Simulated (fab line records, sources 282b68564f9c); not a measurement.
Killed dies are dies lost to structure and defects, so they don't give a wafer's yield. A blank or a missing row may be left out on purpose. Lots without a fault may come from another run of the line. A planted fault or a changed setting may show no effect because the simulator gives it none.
Which tool did it? | flow rit_cmos | 14 lots, 42 wafers sampled, at 3 steps of a route of 202

WHAT THE GAUGES READ, wafer by wafer
RIT_SILICIDE_RS_MEAS_02: measures by four-point-probe.
lot  | measured    | on            | SILICIDE_TI_RS (ohm/sq)
L732 | day 3 12:56 | film_metro-01 | 49.2 49.8 49.9
L735 | day 4 00:54 | film_metro-04 | 49.6 49.5 49.2
L736 | day 4 02:20 | film_metro-04 | 50.3 51.3 50.3
L737 | day 4 04:47 | film_metro-01 | 49.4 50.3 50.0
L738 | day 4 12:55 | film_metro-02 | 50.8 50.5 50.3
L744 | day 5 22:44 | film_metro-02 | 51.0 51.8 51.1
L747 | day 6 11:09 | film_metro-04 | - - -
L748 | day 6 16:39 | film_metro-01 | - - -
L749 | day 6 18:17 | film_metro-04 | 49.8 50.2 50.8
L750 | day 7 01:01 | film_metro-01 | 50.2 50.2 50.0
L752 | day 7 07:53 | film_metro-01 | 49.8 50.4 50.7
L753 | day 7 13:28 | film_metro-01 | 50.0 49.9 50.9
L754 | day 7 22:30 | film_metro-02 | 50.4 49.9 49.9
L755 | day 8 03:59 | film_metro-02 | 50.0 50.4 50.0

RIT_SILICIDE_THK_MEAS_03: measures by xrf.
lot  | measured    | on            | SILICIDE_TI_THK (nm)
L732 | day 3 13:04 | film_metro-01 | 29.3 28.9 29.2
L735 | day 4 00:59 | film_metro-04 | 29.5 29.5 29.6
L736 | day 4 02:28 | film_metro-04 | 29.1 28.7 29.0
L737 | day 4 04:54 | film_metro-01 | 29.3 28.9 29.1
L738 | day 4 13:02 | film_metro-02 | 29.0 29.0 29.3
L744 | day 5 22:51 | film_metro-02 | 29.0 28.8 28.9
L747 | day 6 11:16 | film_metro-04 | <0.0 <0.0 <0.0
L748 | day 6 16:46 | film_metro-01 | <0.0 <0.0 <0.0
L749 | day 6 18:23 | film_metro-04 | 29.5 29.3 29.1
L750 | day 7 01:08 | film_metro-01 | 28.8 29.0 28.8
L752 | day 7 07:59 | film_metro-01 | 28.9 28.6 28.8
L753 | day 7 13:34 | film_metro-01 | 28.9 29.1 28.6
L754 | day 7 22:37 | film_metro-02 | 29.2 29.5 29.5
L755 | day 8 04:06 | film_metro-02 | 29.3 29.0 29.4

WHICH TOOL RAN EACH LOT (tool, then ch and the chambers of the sampled wafers, then the start)
lot  | RIT_SILICIDE_SPUTTER_01
L732 | pvd_sputter-04, day 3 12:47
L735 | pvd_sputter-04, day 4 00:41
L736 | pvd_sputter-02, day 4 02:11
L737 | pvd_sputter-04, day 4 04:38
L738 | pvd_sputter-02, day 4 12:45
L744 | pvd_sputter-01, day 5 22:35
L747 | pvd_sputter-02, day 6 10:59
L748 | pvd_sputter-04, day 6 16:29
L749 | pvd_sputter-02, day 6 18:07
L750 | pvd_sputter-04, day 7 00:51
L752 | pvd_sputter-04, day 7 07:42
L753 | pvd_sputter-02, day 7 13:17
L754 | pvd_sputter-04, day 7 22:20
L755 | pvd_sputter-02, day 8 03:50
- RIT_SILICIDE_SPUTTER_01: material Ti, target thk 30 nm, time 229.8 s.

WHAT THE TOOLS THEMSELVES READ (means of the sampled wafers that have a number; where no wafer has one, the mark that the record gives instead)
RIT_SILICIDE_SPUTTER_01.
lot  | tool           | cathode_dc_power_W (W) | chamber_pressure_pa (Pa) | throttle_valve_pct (%)
L732 | pvd_sputter-04 | 350.03                 | 0.6684                   | 31.0
L735 | pvd_sputter-04 | 350.01                 | 0.6672                   | 30.2
L736 | pvd_sputter-02 | 349.94                 | 0.6679                   | 29.8
L737 | pvd_sputter-04 | 349.98                 | 0.6670                   | 30.9
L738 | pvd_sputter-02 | 350.02                 | 0.6665                   | 29.6
L744 | pvd_sputter-01 | 349.98                 | 0.6679                   | 30.4
L747 | pvd_sputter-02 | -                      | -                        | -
L748 | pvd_sputter-04 | -                      | -                        | -
L749 | pvd_sputter-02 | 350.00                 | 0.6663                   | 29.5
L750 | pvd_sputter-04 | 349.95                 | 0.6685                   | 30.4
L752 | pvd_sputter-04 | 349.96                 | 0.6684                   | 30.7
L753 | pvd_sputter-02 | 349.97                 | 0.6661                   | 29.8
L754 | pvd_sputter-04 | 349.97                 | 0.6678                   | 30.4
L755 | pvd_sputter-02 | 349.98                 | 0.6689                   | 29.9

THE ANSWER, worked out from the rows above alone
Rule: what is usual is taken from the lots themselves. Put in order of their means at a reading, lots are off if they are a third of the lots or fewer, leave a main group of 4 or more, and stand apart from it by a gap of 3 or more times the standard deviation of the main group's means; of several such gaps the widest counts. A main group whose means are all the same, to the digits that the tables above print for the reading, isn't used. A lot without any number at a reading at which 4 lots or more have one is off too. The other lots that the step has rows for count as sound. The gauges are gone through in route order, then the tools' own readings, and for those a lot's mean is taken as printed above. The first step at which some lot is off is used, and at that step the reading that is off furthest; a lot without a number counts as furthest.
Off: L747, L748, at RIT_SILICIDE_RS_MEAS_02 (SILICIDE_TI_RS). Without a number there: L747, L748. The main group: mean 50.2 ohm/sq, standard deviation 0.46.
A tool fits if, at a process step before that reading, it ran every lot that is off, and no sound lot after the first of them. The gauges at RIT_SILICIDE_RS_MEAS_02 aren't tried: what is off there is off at RIT_SILICIDE_SPUTTER_01 too, on other tools, and a gauge's error can't cause that. None of those tried fits.

WHAT THE SIMULATOR HAD PUT IN
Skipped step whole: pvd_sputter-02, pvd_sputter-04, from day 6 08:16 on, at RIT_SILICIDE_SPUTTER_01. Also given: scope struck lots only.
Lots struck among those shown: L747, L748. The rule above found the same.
